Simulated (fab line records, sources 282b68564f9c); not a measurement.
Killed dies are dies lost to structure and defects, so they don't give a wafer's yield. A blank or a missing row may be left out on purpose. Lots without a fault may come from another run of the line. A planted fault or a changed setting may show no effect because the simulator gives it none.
Which tool did it? | flow rit_cmos | 15 lots, 45 wafers sampled, at 2 steps of a route of 202

WHAT THE GAUGES READ, wafer by wafer
RIT_CONTACT_OVL_MEAS_09.
lot  | measured    | on         | CONTACT_OVL (nm)
L740 | day 3 05:02 | overlay-02 | 2.5 3.2 1.7
L741 | day 3 08:43 | overlay-01 | -2.2 0.2 0.5
L743 | day 3 19:23 | overlay-02 | 0.8 0.8 1.3
L745 | day 4 08:38 | overlay-01 | -0.9 -1.8 -0.7
L748 | day 4 23:06 | overlay-01 | 1.2 0.4 -0.2
L751 | day 5 12:03 | overlay-01 | -2.6 -0.5 -2.1
L752 | day 5 15:55 | overlay-01 | 2.2 0.3 -2.1
L753 | day 6 02:05 | overlay-02 | 129.4 130.6 130.0
L754 | day 6 03:52 | overlay-01 | 129.1 129.4 130.0
L755 | day 6 05:51 | overlay-01 | 129.3 129.1 129.0
L756 | day 6 12:46 | overlay-01 | -1.5 -1.0 0.7
L757 | day 6 19:20 | overlay-01 | -0.6 1.4 -1.3
L758 | day 6 22:59 | overlay-01 | 1.9 3.1 2.9
L761 | day 7 12:08 | overlay-01 | -0.1 0.4 1.0
L762 | day 7 19:20 | overlay-01 | 2.7 1.6 1.0

WHICH TOOL RAN EACH LOT (tool, then ch and the chambers of the sampled wafers, then the start)
lot  | RIT_CONTACT_EXPOSE_05
L740 | iline_stepper-02 ch 0, day 3 04:24
L741 | iline_stepper-02 ch 0, day 3 08:05
L743 | iline_stepper-01 ch 0, day 3 18:45
L745 | iline_stepper-02 ch 0, day 4 08:01
L748 | iline_stepper-02 ch 0, day 4 22:29
L751 | iline_stepper-01 ch 0, day 5 11:26
L752 | iline_stepper-02 ch 0, day 5 15:11
L753 | iline_stepper-01 ch 0, day 6 01:29
L754 | iline_stepper-01 ch 0, day 6 03:11
L755 | iline_stepper-01 ch 0, day 6 05:14
L756 | iline_stepper-02 ch 0, day 6 12:08
L757 | iline_stepper-02 ch 0, day 6 18:43
L758 | iline_stepper-02 ch 0, day 6 22:15
L761 | iline_stepper-02 ch 0, day 7 11:31
L762 | iline_stepper-02 ch 0, day 7 18:41
- RIT_CONTACT_EXPOSE_05: exposes mask M11, target cd 1000 nm.

WHAT THE TOOLS THEMSELVES READ (means of the sampled wafers that have a number; where no wafer has one, the mark that the record gives instead)
RIT_CONTACT_EXPOSE_05.
lot  | tool             | exposure_dose_mJ_cm2 | focus_offset_nm (nm)
L740 | iline_stepper-02 | 249.85               | 0.3
L741 | iline_stepper-02 | 250.09               | 0.2
L743 | iline_stepper-01 | 250.33               | -0.0
L745 | iline_stepper-02 | 249.88               | -0.8
L748 | iline_stepper-02 | 250.21               | 0.8
L751 | iline_stepper-01 | 250.13               | -0.2
L752 | iline_stepper-02 | 249.91               | -0.1
L753 | iline_stepper-01 | 249.74               | -0.6
L754 | iline_stepper-01 | 250.00               | 0.6
L755 | iline_stepper-01 | 249.93               | 0.4
L756 | iline_stepper-02 | 249.84               | 0.2
L757 | iline_stepper-02 | 249.49               | 0.1
L758 | iline_stepper-02 | 250.23               | 0.0
L761 | iline_stepper-02 | 249.62               | 0.5
L762 | iline_stepper-02 | 250.51               | 0.1

THE ANSWER, worked out from the rows above alone
Rule: what is usual is taken from the lots themselves. Put in order of their means at a reading, lots are off if they are a third of the lots or fewer, leave a main group of 4 or more, and stand apart from it by a gap of 3 or more times the standard deviation of the main group's means; of several such gaps the widest counts. A main group whose means are all the same, to the digits that the tables above print for the reading, isn't used. A lot without any number at a reading at which 4 lots or more have one is off too. The other lots that the step has rows for count as sound. The gauges are gone through in route order, then the tools' own readings, and for those a lot's mean is taken as printed above. The first step at which some lot is off is used, and at that step the reading that is off furthest; a lot without a number counts as furthest.
Off: L753, L754, L755, at RIT_CONTACT_OVL_MEAS_09 (CONTACT_OVL). The main group: mean 0.4 nm, standard deviation 1.3.
A tool fits if, at a process step before that reading, it ran every lot that is off, and no sound lot after the first of them. The gauges at RIT_CONTACT_OVL_MEAS_09 are tried like those tools. One fits: iline_stepper-01 at RIT_CONTACT_EXPOSE_05. Its last sound lot is L751 (day 5 11:26), its first lot that is off L753 (day 6 01:29): a fault that began between those two fits.

WHAT THE SIMULATOR HAD PUT IN
Scanner matching overlay: iline_stepper-01, from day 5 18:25 on, at RIT_CONTACT_EXPOSE_05. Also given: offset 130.
Lots struck among those shown: L753, L754, L755. The rule above found the same.
